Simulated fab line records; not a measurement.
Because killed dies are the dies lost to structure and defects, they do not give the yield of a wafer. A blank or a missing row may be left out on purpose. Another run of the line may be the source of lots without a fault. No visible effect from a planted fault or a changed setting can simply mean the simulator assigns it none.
Which tool is to blame? ; flow rit-cmos ; 15 lots with 45 wafers sampled at 2 steps, on a route of 202 steps

== WHAT EACH GAUGE READ, for each wafer ==
RIT_ACTIVE_CD_MEAS_11: target cd 1400 nm. Usual: cd-nm at 1400.3 nm, with a standard deviation of 2.
lot;measured;on;cd-nm (nm);flag
L483;day 1 20:16;cd-sem-02;1402.9 1400.7 1402.4;
L484;day 2 00:26;cd-sem-02;1403.5 1402.7 1403.0;
L485;day 2 05:26;cd-sem-02;1401.1 1401.3 1399.4;
L486;day 2 10:26;cd-sem-01;1401.6 1403.5 1402.1;
L487;day 2 16:01;cd-sem-01;1399.3 1401.4 1398.8;
L488;day 2 20:35;cd-sem-01;1399.8 1400.8 1402.0;
L489;day 3 02:03;cd-sem-02;1399.0 1398.9 1398.7;
L492;day 3 16:26;cd-sem-02;1398.1 1400.7 1399.6;
L494;day 4 02:28;cd-sem-01;1398.2 1399.8 1399.0;
L495;day 4 07:29;cd-sem-01;1399.3 1398.3 1398.6;
L496;day 4 12:26;cd-sem-01;1401.0 1401.7 1402.0;
L498;day 4 22:28;cd-sem-01;1352.0 1394.1 1371.8;OFF
L499;day 5 03:29;cd-sem-02;1399.5 1387.6 1367.7;OFF
L501;day 5 13:35;cd-sem-02;1348.5 1392.5 1407.0;OFF
L505;day 6 09:43;cd-sem-01;1403.9 1401.4 1402.1;

== EACH LOT AND THE TOOL THAT RAN IT (in order: tool; ch and the chambers of the sampled wafers; start) ==
lot;RIT_ACTIVE_EXPOSE_08
L483;iline-stepper-02 ch 0, day 1 19:52
L484;iline-stepper-02 ch 0, day 2 00:02
L485;iline-stepper-02 ch 0, day 2 05:02
L486;iline-stepper-02 ch 0, day 2 10:02
L487;iline-stepper-02 ch 0, day 2 15:37
L488;iline-stepper-01 ch 0, day 2 20:11
L489;iline-stepper-01 ch 0, day 3 01:39
L492;iline-stepper-01 ch 0, day 3 16:02
L494;iline-stepper-02 ch 0, day 4 02:04
L495;iline-stepper-02 ch 0, day 4 07:05
L496;iline-stepper-02 ch 0, day 4 12:02
L498;iline-stepper-02 ch 0, day 4 22:04
L499;iline-stepper-02 ch 0, day 5 03:05
L501;iline-stepper-02 ch 0, day 5 13:11
L505;iline-stepper-01 ch 0, day 6 09:10
- RIT_ACTIVE_EXPOSE_08: exposes mask M1, target cd 1400 nm.

== AS READ BY THE TOOLS THEMSELVES (means over the sampled wafers that have a number; for cases with no such wafer, the mark the record gives instead) ==
RIT_ACTIVE_EXPOSE_08. Usual: exposure-dose-mJ-cm2 at 225.03, with a standard deviation of 0.26.
lot;tool;exposure-dose-mJ-cm2;flag
L483;iline-stepper-02;224.95;
L484;iline-stepper-02;225.17;
L485;iline-stepper-02;225.07;
L486;iline-stepper-02;225.11;
L487;iline-stepper-02;225.00;
L488;iline-stepper-01;225.04;
L489;iline-stepper-01;224.86;
L492;iline-stepper-01;224.93;
L494;iline-stepper-02;224.80;
L495;iline-stepper-02;224.92;
L496;iline-stepper-02;225.19;
L498;iline-stepper-02;219.57;OFF
L499;iline-stepper-02;215.17;OFF
L501;iline-stepper-02;212.26;OFF
L505;iline-stepper-01;225.24;

== THE ANSWER, worked out from the rows above alone ==
Rule: a lot is off if the mean of its wafers that have a number lies more than 3 standard deviations from the usual mean. A lot without any number at a reading at which 4 lots or more have one is off too. Where the step has rows for the other lots, those lots are counted as sound. Order of review: gauges by route order, followed by the tools' own readings, for which a lot's mean as printed above is used. At the first step where some lot is off, the reading lying furthest off is the one used; lots without a number count as furthest.
Off: L498, L499, L501 (RIT_ACTIVE_CD_MEAS_11, cd-nm).
A tool fits if, at a process step before that reading, it ran every lot that is off, and no sound lot after the first of them. The gauges at RIT_ACTIVE_CD_MEAS_11 aren't tried: what is off there is off at RIT_ACTIVE_EXPOSE_08 too, on other tools, and a gauge's error can't cause that. One fits: RIT_ACTIVE_EXPOSE_08 on iline-stepper-02. Its last sound lot is L496 (day 4 12:02), its first lot that is off L498 (day 4 22:04): a fault that began between those two fits.
The tool's own readings at RIT_ACTIVE_EXPOSE_08 bear it out: on the lots that are off they differ by more than 5 times the standard deviation of the sound lots' means. exposure-dose-mJ-cm2 reads 215.67 there against 225.02 on the sound lots.

== WHAT THE SIMULATOR HAD PUT IN ==
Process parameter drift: iline-stepper-02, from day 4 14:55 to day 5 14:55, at RIT_ACTIVE_EXPOSE_08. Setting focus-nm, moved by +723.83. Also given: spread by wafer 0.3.
Lots struck among those shown: L498, L499, L501. The rule given above showed the same thing.
